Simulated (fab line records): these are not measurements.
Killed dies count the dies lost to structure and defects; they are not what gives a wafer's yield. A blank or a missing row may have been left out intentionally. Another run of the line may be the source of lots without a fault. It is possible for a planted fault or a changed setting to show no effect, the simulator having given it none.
fab line records | flow ritCmos
record lots=5 wafers=15 lastDay=7
route steps=202 shown PRETRO@72 GATE@75 FOX2@80 REOX@98 NLDD@103
lots that met no fault: taken from a fault-free run of the same line
startH: start of the lot's first displayed wafer, in hours after the record's first day | waitH: how many hours have passed since the lot's step before this one | " the same as in the row above | L1.1+2: several wafers, shown together as one row | - no value present, or no start provided | * or withheld: withheld | < > ~ a bound
route shown NAME@n: a module of which the file shows steps, and the number in the route of the first | usual: average and standard deviation across the fault-free wafers | same: alike in all rows | chamber/n: place in a boat | sites: each site's reading | _std_site: standard deviation of those values | _edge_site: mean of outer sites minus mean of inner sites | radiusMm: how far each site lies from the wafer's centre | mask NAME#n: copy n | behind: the tool/chamber that last shaped the wafer | hold: what put the lot on hold/how long, in hours/how the hold closed | device: the n, p or np transistor that did not switch | end of line: at the end of the route, the tests of the same wafers | a step given without rows: its recipe and nothing more | killed: dies lost to structure and defects at the first sort, not the wafer's yield | map: the dies of a wafer, with x for killed, . for not killed, _ for no die there
set.NAME: the setting as run; set.NAME@STEP: as run at that earlier step | model.NAME: the simulator's own value behind a step, which no gauge read
lots at selected steps of the route; one table per step, one row per wafer
services: a tool's chamber out of use, with start hour (startH, from the record's first day; less than 0 if before it), hours out, and reason
## steps
# step RIT_PRETRO_IMPLANT_08
# recipe species=B energyKev=45 doseCm2=1.2e+13 tiltDeg=7
# columns lot.wafer tool chamber startH waitH
L075.1+2+4 implanter-03 0 36.13 0.2
L083.1+3+6 implanter-03 0 77.31 0.2
L087.1+2+3 implanter-03 0 99.82 0.2
L089.1+2+5 implanter-03 0 106.02 0.2
L094.1+2+6 implanter-03 0 132.11 0.2
# step RIT_PRETRO_STRIP_09
# recipe chemistry=O2 timeS=180 resist=NOVOLAK platenTempC=withheld powerW=500 pressureMtorr=4000 o2FlowSccm=4000
# usual drypumpMotorCurrentA=5.8/0.31 o2FlowSccm=4002/12
# columns lot.wafer tool chamber startH waitH drypumpMotorCurrentA o2FlowSccm rfHoursCounterH
L075.1 plasmaAsher-03 0 36.28 0.1 6.0 3999 34
L075.2 " 1 " " 5.4 4001 34
L075.4 " 1 " " 5.4 4008 -
L083.1 plasmaAsher-01 0 77.46 0.1 5.6 4009 45
L083.3 " 1 " " 6.3 3997 -
L083.6 " 1 " " 6.3 4006 -
L087.1 plasmaAsher-01 1 99.97 0.1 6.3 4017 48
L087.2 " 0 " " 5.6 3994 48
L087.3 " 1 " " 6.3 4027 -
L089.1 plasmaAsher-01 1 106.17 0.1 6.3 4004 48
L089.2 " 0 " " 5.5 4004 48
L089.5 " 1 " " 6.3 4000 -
L094.1 plasmaAsher-04 1 132.26 0.1 5.8 3994 50
L094.2 " 0 " " 5.5 3987 50
L094.6 " 0 " " 5.5 3993 -
# step RIT_PRETRO_TW_MEAS_10
# usual PRETRO_TW=480/8.1
# columns lot.wafer tool chamber startH waitH PRETRO_TW
L075.1 filmMetro-01 - 36.46 0.1 489
L075.2 " - " " 490
L075.4 " - " " 489
L083.1 filmMetro-03 - 77.64 0.1 470
L083.3 " - " " 472
L083.6 " - " " 471
L087.1 filmMetro-01 - 100.15 0.1 486
L087.2 " - " " 487
L087.3 " - " " 485
L089.1 filmMetro-04 - 106.34 0.1 479
L089.2 " - " " 477
L089.5 " - " " 478
L094.1 filmMetro-01 - 132.43 0.1 489
L094.2 " - " " 490
L094.6 " - " " 489
# step RIT_GATE_WET_ETCH_00
# recipe chemistry=BOE target=SiO2 targetDepthNm=56 timeS=60 dry=n2Spin dilution=10:1 tempC=21.5
# columns lot.wafer tool chamber startH waitH
L075.1+2+4 wetBench-04 3 36.52 0.1
L083.1+3+6 wetBench-03 2 77.70 0.1
L087.1+2+3 wetBench-03 1 100.21 0.1
L089.1+2+5 wetBench-03 1 106.40 0.1
L094.1+2+6 wetBench-02 3 132.49 0.1
# step RIT_GATE_CLEAN_01
# recipe chemistry=SC1 mix=3:3:50 timeS=600 tempC=75
# columns lot.wafer tool chamber startH waitH
L075.1+2+4 wetBench-03 0 36.54 0.0
L083.1+3+6 wetBench-04 3 77.72 0.0
L087.1+2+3 wetBench-04 0 100.23 0.0
L089.1+2+5 wetBench-02 3 106.43 0.0
L094.1+2+6 wetBench-03 1 132.54 0.0
# step RIT_GATE_CLEAN_02
# recipe chemistry=dHF dilution=50:1 timeS=30
# columns lot.wafer tool chamber startH waitH
L075.1+2+4 wetBench-02 3 36.72 0.0
L083.1+3+6 wetBench-02 1 77.91 0.0
L087.1+2+3 wetBench-03 3 100.41 0.0
L089.1+2+5 wetBench-03 1 106.60 0.0
L094.1+2+6 wetBench-04 1 132.72 0.0
# step RIT_GATE_CLEAN_03
# recipe chemistry=SC2 mix=3:3:50 timeS=600 tempC=75 dry=n2Spin
# columns lot.wafer tool chamber startH waitH
L075.1+2+4 wetBench-04 0 36.74 0.0
L083.1+3+6 wetBench-03 1 77.93 0.0
L087.1+2+3 wetBench-02 1 100.42 0.0
L089.1+2+5 wetBench-03 2 106.62 0.0
L094.1+2+6 wetBench-02 1 132.74 0.0
# step RIT_GATE_CLEAN_04
# recipe chemistry=dHF dilution=50:1 timeS=60 dry=n2Spin
# columns lot.wafer tool chamber startH waitH
L075.1+2+4 wetBench-03 3 36.95 0.0
L083.1+3+6 wetBench-04 2 78.10 0.0
L087.1+2+3 wetBench-03 3 100.62 0.0
L089.1+2+5 wetBench-02 0 106.80 0.0
L094.1+2+6 wetBench-03 3 133.09 0.0
# step RIT_FOX2_THK_MEAS_91
# recipe reads=SiO2_of_FOX2_OXIDATION_00
# usual FIELD_OXIDE_LEFT_2_THK=253/5.1
# columns lot.wafer tool chamber startH waitH FIELD_OXIDE_LEFT_2_THK[nm]
L075.1 filmMetro-02 - 36.97 0.0 247
L075.2 " - " " 246
L075.4 " - " " 247
L083.1 filmMetro-01 - 78.13 0.0 259
L083.3 " - " " 258
L083.6 " - " " 259
L087.1 filmMetro-01 - 100.64 0.0 250
L087.2 " - " " 250
L087.3 " - " " 252
L089.1 filmMetro-01 - 106.82 0.0 260
L089.2 " - " " 254
L089.5 " - " " 255
L094.1 filmMetro-02 - 133.11 0.0 256
L094.2 " - " " 256
L094.6 " - " " 253
# step RIT_GATE_OXIDATION_05
# recipe tempC=900 ambient=O2 targetThkA=30 oxTimeS=270
# usual zonePowerCentrePct=44.2/2.8
# same oxTimeS=270
# columns lot.wafer tool chamber startH waitH zonePowerCentrePct
L075.1 furnace-01 0 37.03 0.1 46.2
L075.2 " 0 " " 47.5
L075.4 " 0 " " 46.1
L083.1 furnace-03 0 78.66 0.5 44.8
L083.3 " 0 " " 45.2
L083.6 " 0 " " 44.5
L087.1 furnace-01 0 102.05 1.4 46.7
L087.2 " 0 " " 46.9
L087.3 " 0 " " 46.6
L089.1 furnace-02 0 106.88 0.1 41.0
L089.2 " 0 " " 40.7
L089.5 " 0 " " 40.0
L094.1 furnace-03 0 133.17 0.1 46.0
L094.2 " 0 " " 45.3
L094.6 " 0 " " 44.9
# step RIT_GATE_ANNEAL_06
# recipe tempC=900 timeS=600 ambient=N2O
# usual zonePowerCentrePct=43.5/3
# columns lot.wafer tool chamber startH waitH zonePowerCentrePct
L075.1 furnace-01 0 38.11 0.0 46.2
L075.2 " 0 " " 47.0
L075.4 " 0 " " 47.0
L083.1 furnace-02 0 79.73 0.0 40.3
L083.3 " 0 " " 40.9
L083.6 " 0 " " 40.6
L087.1 furnace-01 0 103.13 0.0 46.1
L087.2 " 0 " " 47.1
L087.3 " 0 " " 47.3
L089.1 furnace-02 0 107.96 0.0 40.4
L089.2 " 0 " " 40.9
L089.5 " 0 " " 40.4
L094.1 furnace-02 0 134.25 0.0 41.0
L094.2 " 0 " " 39.8
L094.6 " 0 " " 39.9
# step RIT_GATE_THK_MEAS_07
# recipe reads=SiO2_of_GATE_OXIDATION_05
# usual GATE_OXIDE_THK=3.01/0.07
# columns lot.wafer tool chamber startH waitH GATE_OXIDE_THK[nm]
L075.1 filmMetro-01 - 38.36 0.0 3.01
L075.2 " - " " 3.06
L075.4 " - " " 3.01
L083.1 filmMetro-03 - 79.98 0.0 2.95
L083.3 " - " " 2.87
L083.6 " - " " 2.85
L087.1 filmMetro-01 - 103.38 0.0 3.03
L087.2 " - " " 2.99
L087.3 " - " " 2.99
L089.1 filmMetro-03 - 108.21 0.0 3.12
L089.2 " - " " 3.07
L089.5 " - " " 3.07
L094.1 filmMetro-02 - 134.50 0.0 2.94
L094.2 " - " " 3.08
L094.6 " - " " 2.99
# step RIT_GATE_CVD_08
# recipe material=poly-Si targetThkNm=250 tempC=610 precursor=SiH4 timeS=2220 pressureMtorr=300 sih4FlowSccm=100
# usual zonePowerCentrePct=26.5/2.6
# columns lot.wafer tool chamber startH waitH zonePowerCentrePct
L075.1 lpcvd-02 1 38.42 0.1 28.8
L075.2 " 1 " " 29.3
L075.4 " 1 " " 29.1
L083.1 lpcvd-02 1 80.40 0.4 29.0
L083.3 " 1 " " 29.5
L083.6 " 1 " " 29.4
L087.1 lpcvd-01 0 103.44 0.1 27.4
L087.2 " 0 " " 27.5
L087.3 " 0 " " 27.4
L089.1 lpcvd-01 0 108.27 0.1 27.2
L089.2 " 0 " " 26.9
L089.5 " 0 " " 27.1
L094.1 lpcvd-02 1 134.56 0.1 28.7
L094.2 " 1 " " 28.8
L094.6 " 1 " " 28.8
# step RIT_GATE_THK_MEAS_09
# recipe reads=poly-Si_of_GATE_CVD_08
# usual GATE_POLY_THK=249.6/2.2
# columns lot.wafer tool chamber startH waitH GATE_POLY_THK[nm]
L075.1 filmMetro-03 - 40.03 0.0 250.6
L075.2 " - " " 248.8
L075.4 " - " " 249.8
L083.1 filmMetro-03 - 82.01 0.0 248.9
L083.3 " - " " 250.5
L083.6 " - " " 250.0
L087.1 filmMetro-02 - 105.06 0.0 251.5
L087.2 " - " " 251.9
L087.3 " - " " 250.3
L089.1 filmMetro-01 - 109.88 0.0 246.7
L089.2 " - " " 246.5
L089.5 " - " " 245.8
L094.1 filmMetro-03 - 136.17 0.0 250.4
L094.2 " - " " 251.1
L094.6 " - " " 249.0
# step RIT_GATE_HMDS_10
# recipe primeTimeS=60 primeTempC=140
# usual chillPlateTempC=23.00/0.1 primeTempC=139.95/0.14
# columns lot.wafer tool chamber startH waitH chillPlateTempC primeTempC
L075.1 lithoTrack-02 0 40.09 0.1 22.99 139.81
L075.2 " 0 " " 22.89 139.82
L075.4 " 0 " " 22.85 139.97
L083.1 lithoTrack-03 0 82.07 0.1 23.06 139.92
L083.3 " 0 " " 22.78 139.98
L083.6 " 0 " " 22.87 139.86
L087.1 lithoTrack-02 0 105.11 0.1 23.05 139.90
L087.2 " 0 " " 22.96 139.91
L087.3 " 0 " " 23.04 139.95
L089.1 lithoTrack-01 0 109.99 0.1 22.92 139.84
L089.2 " 0 " " 22.88 139.88
L089.5 " 0 " " 22.97 139.84
L094.1 lithoTrack-01 0 136.23 0.1 23.10 140.06
L094.2 " 0 " " 23.22 140.18
L094.6 " 0 " " 23.20 139.90
# step RIT_GATE_COAT_11
# recipe resist=NOVOLAK spinRpm=4250 resistThkNm=850
# usual chillPlateTempC=22.99/0.094
# columns lot.wafer tool chamber startH waitH chillPlateTempC
L075.1 lithoTrack-02 0 40.24 0.1 23.10
L075.2 " 0 " " 23.03
L075.4 " 0 " " 23.04
L083.1 lithoTrack-03 0 82.22 0.1 22.88
L083.3 " 0 " " 22.93
L083.6 " 0 " " 22.88
L087.1 lithoTrack-02 0 105.27 0.1 22.97
L087.2 " 0 " " 22.91
L087.3 " 0 " " 23.04
L089.1 lithoTrack-01 0 110.14 0.1 23.07
L089.2 " 0 " " 23.10
L089.5 " 0 " " 23.03
L094.1 lithoTrack-01 0 136.38 0.1 23.03
L094.2 " 0 " " 23.06
L094.6 " 0 " " 22.93
# step RIT_GATE_SOFTBAKE_12
# recipe resist=NOVOLAK tempC=90 timeS=60
# usual chillPlateTempC=23.02/0.1
# columns lot.wafer tool chamber startH waitH chillPlateTempC
L075.1 lithoTrack-02 0 40.39 0.1 23.12
L075.2 " 0 " " 23.06
L075.4 " 0 " " 23.01
L083.1 lithoTrack-03 0 82.37 0.1 23.08
L083.3 " 0 " " 23.07
L083.6 " 0 " " 22.95
L087.1 lithoTrack-02 0 105.42 0.1 22.90
L087.2 " 0 " " 22.93
L087.3 " 0 " " 22.91
L089.1 lithoTrack-01 0 110.29 0.1 23.13
L089.2 " 0 " " 23.02
L089.5 " 0 " " 23.08
L094.1 lithoTrack-01 0 136.53 0.1 23.04
L094.2 " 0 " " 23.05
L094.6 " 0 " " 23.07
# step RIT_GATE_EXPOSE_13
# recipe maskId=M6 na=0.6 sourceShape=conventional sigmaOuter=0.6 targetCdNm=150 doseMj=380
# usual exposureDoseMJCm2=380.0/0.39
# columns lot.wafer tool chamber startH waitH mask exposureDoseMJCm2
L075.1 ilineStepper-02 0 40.67 0.2 M6#0 379.1
L075.2 " 0 " " M6#0 380.2
L075.4 " 0 " " M6#0 379.9
L083.1 ilineStepper-02 0 82.65 0.2 M6#0 379.9
L083.3 " 0 " " M6#0 379.5
L083.6 " 0 " " M6#0 379.8
L087.1 ilineStepper-02 0 105.56 0.1 M6#0 379.8
L087.2 " 0 " " M6#0 379.8
L087.3 " 0 " " M6#0 379.7
L089.1 ilineStepper-02 0 110.44 0.1 M6#0 379.6
L089.2 " 0 " " M6#0 379.2
L089.5 " 0 " " M6#0 379.8
L094.1 ilineStepper-02 0 136.68 0.1 M6#0 380.2
L094.2 " 0 " " M6#0 380.6
L094.6 " 0 " " M6#0 379.9
# step RIT_GATE_PEB_14
# recipe resist=NOVOLAK tempC=withheld timeS=withheld
# usual chillPlateTempC=*
# columns lot.wafer tool chamber startH waitH chillPlateTempC
L075.1 lithoTrack-01 0 40.85 0.2 *
L075.2 " 0 " " *
L075.4 " 0 " " *
L083.1 lithoTrack-01 0 82.76 0.1 *
L083.3 " 0 " " *
L083.6 " 0 " " *
L087.1 lithoTrack-03 0 105.68 0.1 *
L087.2 " 0 " " *
L087.3 " 0 " " *
L089.1 lithoTrack-02 0 110.63 0.2 *
L089.2 " 0 " " *
L089.5 " 0 " " *
L094.1 lithoTrack-02 0 136.80 0.1 *
L094.2 " 0 " " *
L094.6 " 0 " " *
# step RIT_GATE_DEVELOP_15
# recipe resist=NOVOLAK developTimeS=50 devTempC=23
# usual chillPlateTempC=23.03/0.12
# columns lot.wafer tool chamber startH waitH chillPlateTempC
L075.1 lithoTrack-01 0 - - 22.93
L075.2 " 0 " " 23.02
L075.4 " 0 " " 23.09
L083.1 lithoTrack-01 0 - - 22.82
L083.3 " 0 " " 22.78
L083.6 " 0 " " 22.87
L087.1 lithoTrack-03 0 - - 23.14
L087.2 " 0 " " 23.08
L087.3 " 0 " " 23.11
L089.1 lithoTrack-02 0 - - 23.02
L089.2 " 0 " " 23.00
L089.5 " 0 " " 23.06
L094.1 lithoTrack-02 0 - - 23.08
L094.2 " 0 " " 23.10
L094.6 " 0 " " 23.06
# step RIT_GATE_CD_MEAS_16
# recipe targetCdNm=150
# usual cdNm=150/3.2
# columns lot.wafer tool chamber startH waitH cdNm
L075.1 cdSem-01 - 41.13 - 151
L075.2 " - " " 150
L075.4 " - " " 151
L083.1 cdSem-01 - 83.05 - 154
L083.3 " - " " 154
L083.6 " - " " 153
L087.1 cdSem-01 - 105.96 - 145
L087.2 " - " " 145
L087.3 " - " " 146
L089.1 cdSem-01 - 110.92 - 148
L089.2 " - " " 152
L089.5 " - " " 151
L094.1 cdSem-01 - 137.08 - 149
L094.2 " - " " 151
L094.6 " - " " 149
# step RIT_GATE_OVL_MEAS_17
# usual GATE_OVL=-0.6/1.6
# columns lot.wafer tool chamber startH waitH GATE_OVL[nm]
L075.1 overlay-02 - 41.25 0.1 -1.9
L075.2 " - " " -2.5
L075.4 " - " " -3.2
L083.1 overlay-01 - 83.17 0.1 -0.2
L083.3 " - " " 1.0
L083.6 " - " " -2.6
L087.1 overlay-02 - 106.08 0.1 -1.6
L087.2 " - " " -0.1
L087.3 " - " " -3.3
L089.1 overlay-02 - 111.04 0.1 -2.3
L089.2 " - " " -3.1
L089.5 " - " " -0.8
L094.1 overlay-02 - 137.20 0.1 -0.4
L094.2 " - " " -2.7
L094.6 " - " " -1.8
# step RIT_GATE_HARDBAKE_18
# recipe resist=NOVOLAK tempC=140 timeS=60
# usual chillPlateTempC=23.00/0.1
# columns lot.wafer tool chamber startH waitH chillPlateTempC
L075.1 lithoTrack-03 0 41.29 0.0 22.99
L075.2 " 0 " " 23.00
L075.4 " 0 " " 23.10
L083.1 lithoTrack-01 0 83.20 0.0 23.07
L083.3 " 0 " " 23.05
L083.6 " 0 " " 22.86
L087.1 lithoTrack-01 0 106.12 0.0 22.87
L087.2 " 0 " " 22.86
L087.3 " 0 " " 22.91
L089.1 lithoTrack-03 0 111.07 0.0 23.11
L089.2 " 0 " " 23.17
L089.5 " 0 " " 23.16
L094.1 lithoTrack-01 0 137.33 0.1 22.90
L094.2 " 0 " " 23.03
L094.6 " 0 " " 23.09
# step RIT_GATE_ETCH_19
# recipe chemistry=SF6/CHF3/O2 timeS=165 SF6_flow_sccm=30 CHF3_flow_sccm=30 O2_flow_sccm=5 target=poly-Si pressureMtorr=40 rfW=160 targetDepthA=3125 overEtchFrac=0.25 stopOn=SiO2
# usual drypumpMotorCurrentA=5.8/0.43 oesProductAu=0.845/0.015 throttleValvePct=10.26/0.11
# columns lot.wafer tool chamber startH waitH drypumpMotorCurrentA oesProductAu rfHoursCounterH throttleValvePct
L075.1 rieSi-01 3 41.44 0.1 6.0 0.862 4 10.44
L075.2 " 1 " " 6.1 0.838 139 10.22
L075.4 " 0 " " 5.1 0.848 3 10.22
L083.1 rieSi-01 3 83.35 0.1 6.0 0.864 4 10.43
L083.3 " 2 " " 6.4 0.829 5 10.39
L083.6 " 1 " " 6.0 0.843 - 10.22
L087.1 rieSi-01 2 106.27 0.1 6.3 0.831 6 10.42
L087.2 " 1 " " 6.0 0.856 140 10.22
L087.3 " 0 " " 5.2 0.849 4 10.22
L089.1 rieSi-01 2 111.22 0.1 6.4 0.807 6 10.41
L089.2 " 0 " " 5.2 0.845 4 10.21
L089.5 " 3 " " 6.0 0.854 - 10.45
L094.1 rieSi-02 2 137.48 0.1 5.1 0.849 116 10.07
L094.2 " 0 " " 5.8 0.832 12 10.26
L094.6 " 3 " " 6.3 0.856 - 10.30
# step RIT_GATE_STRIP_20
# recipe chemistry=O2 timeS=180 resist=NOVOLAK platenTempC=withheld powerW=500 pressureMtorr=4000 o2FlowSccm=4000
# usual drypumpMotorCurrentA=5.6/0.42 o2FlowSccm=4001/13
# columns lot.wafer tool chamber startH waitH drypumpMotorCurrentA o2FlowSccm rfHoursCounterH
L075.1 plasmaAsher-03 0 41.55 0.1 6.0 3977 34
L075.2 " 1 " " 5.4 3990 34
L075.4 " 1 " " 5.4 4013 -
L083.1 plasmaAsher-01 0 83.46 0.1 5.6 3999 46
L083.3 " 1 " " 6.2 3994 -
L083.6 " 1 " " 6.3 4000 -
L087.1 plasmaAsher-02 0 106.38 0.1 5.2 4031 34
L087.2 " 1 " " 6.0 3993 34
L087.3 " 0 " " 5.1 4009 -
L089.1 plasmaAsher-02 1 111.33 0.1 6.0 4029 34
L089.2 " 0 " " 5.1 4008 34
L089.5 " 1 " " 5.9 4022 -
L094.1 plasmaAsher-02 0 137.59 0.1 5.1 3997 37
L094.2 " 1 " " 6.0 4008 37
L094.6 " 1 " " 6.0 4025 -
# step RIT_GATE_CD_MEAS_90
# recipe targetCdNm=150
# usual cdNm=150/3.2
# columns lot.wafer tool chamber startH waitH cdNm
L075.1 cdSem-02 - 41.72 0.1 151
L075.2 " - " " 150
L075.4 " - " " 151
L083.1 cdSem-01 - 83.65 0.1 154
L083.3 " - " " 154
L083.6 " - " " 153
L087.1 cdSem-01 - 106.55 0.1 146
L087.2 " - " " 145
L087.3 " - " " 146
L089.1 cdSem-01 - 111.51 0.1 149
L089.2 " - " " 152
L089.5 " - " " 151
L094.1 cdSem-01 - 137.76 0.1 149
L094.2 " - " " 151
L094.6 " - " " 148
# step RIT_REOX_CLEAN_00
# recipe chemistry=SC1 mix=3:3:50 timeS=600 tempC=75
# columns lot.wafer tool chamber startH waitH
L075.1+2+4 wetBench-04 3 41.84 0.1
L083.1+3+6 wetBench-02 2 83.77 0.1
L087.1+2+3 wetBench-01 1 106.67 0.1
L089.1+2+5 wetBench-04 3 111.63 0.1
L094.1+2+6 wetBench-04 0 137.88 0.1
# step RIT_REOX_CLEAN_01
# recipe chemistry=dHF dilution=50:1 timeS=30
# columns lot.wafer tool chamber startH waitH
L075.1+2+4 wetBench-02 1 42.05 0.0
L083.1+3+6 wetBench-01 1 83.94 0.0
L087.1+2+3 wetBench-04 2 106.85 0.0
L089.1+2+5 wetBench-01 3 111.80 0.0
L094.1+2+6 wetBench-01 2 138.07 0.0
# step RIT_REOX_CLEAN_02
# recipe chemistry=SC2 mix=3:3:50 timeS=600 tempC=75 dry=n2Spin
# columns lot.wafer tool chamber startH waitH
L075.1+2+4 wetBench-01 3 42.07 0.0
L083.1+3+6 wetBench-04 1 83.96 0.0
L087.1+2+3 wetBench-02 1 106.87 0.0
L089.1+2+5 wetBench-02 3 111.82 0.0
L094.1+2+6 wetBench-04 1 138.09 0.0
# step RIT_REOX_OXIDATION_03
# recipe tempC=900 ambient=O2 targetThkA=252 oxTimeS=5580
# usual zonePowerCentrePct=41/3.1
# same oxTimeS=5580
# columns lot.wafer tool chamber startH waitH zonePowerCentrePct
L075.1 furnace-04 0 42.79 0.5 37
L075.2 " 0 " " 38
L075.4 " 0 " " 38
L083.1 furnace-02 0 84.15 0.0 41
L083.3 " 0 " " 41
L083.6 " 0 " " 40
L087.1 furnace-03 0 107.05 0.0 45
L087.2 " 0 " " 45
L087.3 " 0 " " 45
L089.1 furnace-03 0 112.05 0.0 44
L089.2 " 0 " " 45
L089.5 " 0 " " 45
L094.1 furnace-04 0 138.28 0.0 37
L094.2 " 0 " " 37
L094.6 " 0 " " 37
# step RIT_REOX_THK_MEAS_04
# recipe reads=SiO2_of_REOX_OXIDATION_03
# usual REOX_OXIDE_THK=25.1/0.42
# columns lot.wafer tool chamber startH waitH REOX_OXIDE_THK[nm]
L075.1 filmMetro-03 - 45.34 0.0 24.8
L075.2 " - " " 25.0
L075.4 " - " " 25.1
L083.1 filmMetro-02 - 86.70 0.0 25.3
L083.3 " - " " 25.2
L083.6 " - " " 24.9
L087.1 filmMetro-04 - 109.60 0.0 25.5
L087.2 " - " " 25.6
L087.3 " - " " 25.5
L089.1 filmMetro-04 - 114.60 0.0 25.7
L089.2 " - " " 25.9
L089.5 " - " " 25.5
L094.1 filmMetro-03 - 140.83 0.0 24.9
L094.2 " - " " 25.5
L094.6 " - " " 25.2
# step RIT_NLDD_HMDS_00
# recipe primeTimeS=60 primeTempC=140
# usual chillPlateTempC=22.98/0.1 primeTempC=140.01/0.15
# columns lot.wafer tool chamber startH waitH chillPlateTempC primeTempC
L075.1 lithoTrack-03 0 45.40 0.1 22.97 139.91
L075.2 " 0 " " 22.98 140.01
L075.4 " 0 " " 22.83 139.64
L083.1 lithoTrack-04 0 86.76 0.1 23.03 139.69
L083.3 " 0 " " 22.85 140.08
L083.6 " 0 " " 22.88 140.04
L087.1 lithoTrack-02 0 109.71 0.1 22.88 139.92
L087.2 " 0 " " 22.90 139.75
L087.3 " 0 " " 22.89 140.09
L089.1 lithoTrack-04 0 114.66 0.1 22.75 140.09
L089.2 " 0 " " 22.88 140.00
L089.5 " 0 " " 23.07 140.20
L094.1 lithoTrack-02 0 140.89 0.1 23.00 140.09
L094.2 " 0 " " 22.94 140.16
L094.6 " 0 " " 23.06 140.16
# step RIT_NLDD_COAT_01
# recipe resist=NOVOLAK spinRpm=3250 resistThkNm=1000
# usual chillPlateTempC=22.97/0.099
# columns lot.wafer tool chamber startH waitH chillPlateTempC
L075.1 lithoTrack-03 0 45.55 0.1 22.78
L075.2 " 0 " " 22.98
L075.4 " 0 " " 22.93
L083.1 lithoTrack-04 0 86.91 0.1 23.11
L083.3 " 0 " " 23.06
L083.6 " 0 " " 23.00
L087.1 lithoTrack-02 0 109.86 0.1 22.94
L087.2 " 0 " " 22.96
L087.3 " 0 " " 23.08
L089.1 lithoTrack-04 0 114.81 0.1 22.97
L089.2 " 0 " " 22.95
L089.5 " 0 " " 22.85
L094.1 lithoTrack-02 0 141.04 0.1 23.18
L094.2 " 0 " " 22.88
L094.6 " 0 " " 23.15
## services
# columns tool chamber startH hours kind
wetBench-03 - 15.71 4.4 pm
ilineStepper-02 0 31.23 - calibration
furnace-02 - 40.63 3.0 pm
furnace-04 - 45.34 2.8 pm
wetBench-02 - 49.65 4.4 pm
rieSi-02 0 54.12 4.5 repair
furnace-04 - 55.98 3.2 pm
rieSi-02 3 59.48 4.6 repair
rieSi-02 3 64.96 24.9 repair
implanter-03 - 88.18 2.9 repair
furnace-02 - 89.09 3.4 pm
furnace-03 - 100.39 4.7 pm
wetBench-03 - 102.07 3.7 repair
plasmaAsher-03 - 108.75 9.0 pm
plasmaAsher-03 0 108.75 9.0 ventCycle
plasmaAsher-03 1 108.75 9.0 ventCycle
plasmaAsher-03 0 117.75 - clean
plasmaAsher-03 1 117.75 - clean
ilineStepper-02 - 120.58 1.7 pm
rieSi-01 - 137.31 2.8 pm
## key
fault none
